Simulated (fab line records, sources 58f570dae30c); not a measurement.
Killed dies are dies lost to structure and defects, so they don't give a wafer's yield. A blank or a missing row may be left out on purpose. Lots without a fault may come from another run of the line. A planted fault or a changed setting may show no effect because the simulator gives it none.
Which tool did it? | flow berkeley_cmos170 | 13 lots, 39 wafers sampled, at 3 steps of a route of 331

WHAT THE GAUGES READ, wafer by wafer
UCB170_PWELL_THK_MEAS_06. Usual: PWELL_NITRIDE_THK 221.1 nm, standard deviation 2.1.
lot  | measured    | on            | PWELL_NITRIDE_THK (nm) | flag
L117 | day 3 11:26 | film_metro-04 | 220.7 220.6 220.2      |
L118 | day 3 23:34 | film_metro-04 | 220.2 220.9 221.6      |
L119 | day 3 23:32 | film_metro-02 | 219.5 218.8 217.8      |
L121 | day 3 23:35 | film_metro-02 | 221.1 221.7 221.3      |
L122 | day 4 14:02 | film_metro-02 | 220.9 221.6 218.1      |
L123 | day 4 14:03 | film_metro-04 | 221.7 220.5 221.0      |
L125 | day 5 02:35 | film_metro-04 | 221.4 221.1 222.3      |
L130 | day 5 18:07 | film_metro-02 | 217.5 216.6 215.6      |
L133 | day 7 00:57 | film_metro-02 | 234.2 234.4 232.4      | OFF
L136 | day 7 01:02 | film_metro-04 | 220.3 219.2 219.8      |
L137 | day 7 14:16 | film_metro-04 | 224.9 224.2 225.7      |
L138 | day 7 14:14 | film_metro-03 | 217.8 219.6 218.3      |
L139 | day 7 14:13 | film_metro-04 | 222.5 221.0 220.9      |

UCB170_M3_THK_MEAS_03: measures by xrf. Usual: M3_AL_THK 888 nm, standard deviation 13.
lot  | measured     | on            | M3_AL_THK (nm) | flag
L117 | day 8 13:56  | film_metro-01 | 884 895 905    |
L118 | day 9 06:24  | film_metro-03 | 895 906 906    |
L119 | day 9 11:23  | film_metro-01 | 882 883 893    |
L121 | day 9 07:38  | film_metro-01 | 881 871 879    |
L122 | day 9 12:30  | film_metro-02 | 881 883 897    |
L123 | day 9 10:37  | film_metro-02 | 888 899 907    |
L125 | day 10 16:43 | film_metro-02 | 854 873 879    |
L130 | day 11 04:16 | film_metro-03 | 895 889 908    |
L133 | day 11 23:22 | film_metro-01 | 910 884 887    |
L136 | day 12 04:32 | film_metro-01 | 905 890 898    |
L137 | day 12 16:48 | film_metro-01 | 892 878 890    |
L138 | day 12 14:48 | film_metro-01 | 874 891 882    |
L139 | day 12 16:04 | film_metro-03 | 905 890 887    |

WHICH TOOL RAN EACH LOT (tool, then ch and the chambers of the sampled wafers, then the start)
lot  | UCB170_PWELL_CVD_05
L117 | lpcvd-01 ch 1, day 3 09:31
L118 | lpcvd-01 ch 0, day 3 21:37
L119 | lpcvd-01 ch 0, day 3 21:37
L121 | lpcvd-01 ch 1, day 3 21:37
L122 | lpcvd-02 ch 0, day 4 12:07
L123 | lpcvd-02 ch 0, day 4 12:07
L125 | lpcvd-02 ch 0, day 5 00:40
L130 | lpcvd-02 ch 1, day 5 16:11
L133 | lpcvd-01 ch 1, day 6 23:02
L136 | lpcvd-01 ch 0, day 6 23:02
L137 | lpcvd-02 ch 1, day 7 12:17
L138 | lpcvd-02 ch 1, day 7 12:17
L139 | lpcvd-02 ch 1, day 7 12:17
- UCB170_PWELL_CVD_05: deposits Si3N4 from SiH2Cl2/NH3, target thk 220 nm, time 3300 s.

WHAT THE TOOLS THEMSELVES READ (means of the sampled wafers that have a number; where no wafer has one, the mark that the record gives instead)
The record holds no such reading with a usual standard deviation.

THE ANSWER, worked out from the rows above alone
Rule: a lot is off if the mean of its wafers that have a number lies more than 3 standard deviations from the usual mean. A lot without any number at a reading at which 4 lots or more have one is off too. The other lots that the step has rows for count as sound. The gauges are gone through in route order, then the tools' own readings, and for those a lot's mean is taken as printed above. The first step at which some lot is off is used, and at that step the reading that is off furthest; a lot without a number counts as furthest.
Off: L133, at UCB170_PWELL_THK_MEAS_06 (PWELL_NITRIDE_THK).
A tool fits if, at a process step before that reading, it ran every lot that is off, and no sound lot after the first of them. The gauges at UCB170_PWELL_THK_MEAS_06 are tried like those tools. Can't be told from this: 2 tools fit, lpcvd-01 at UCB170_PWELL_CVD_05, film_metro-02 at UCB170_PWELL_THK_MEAS_06.

WHAT THE SIMULATOR HAD PUT IN
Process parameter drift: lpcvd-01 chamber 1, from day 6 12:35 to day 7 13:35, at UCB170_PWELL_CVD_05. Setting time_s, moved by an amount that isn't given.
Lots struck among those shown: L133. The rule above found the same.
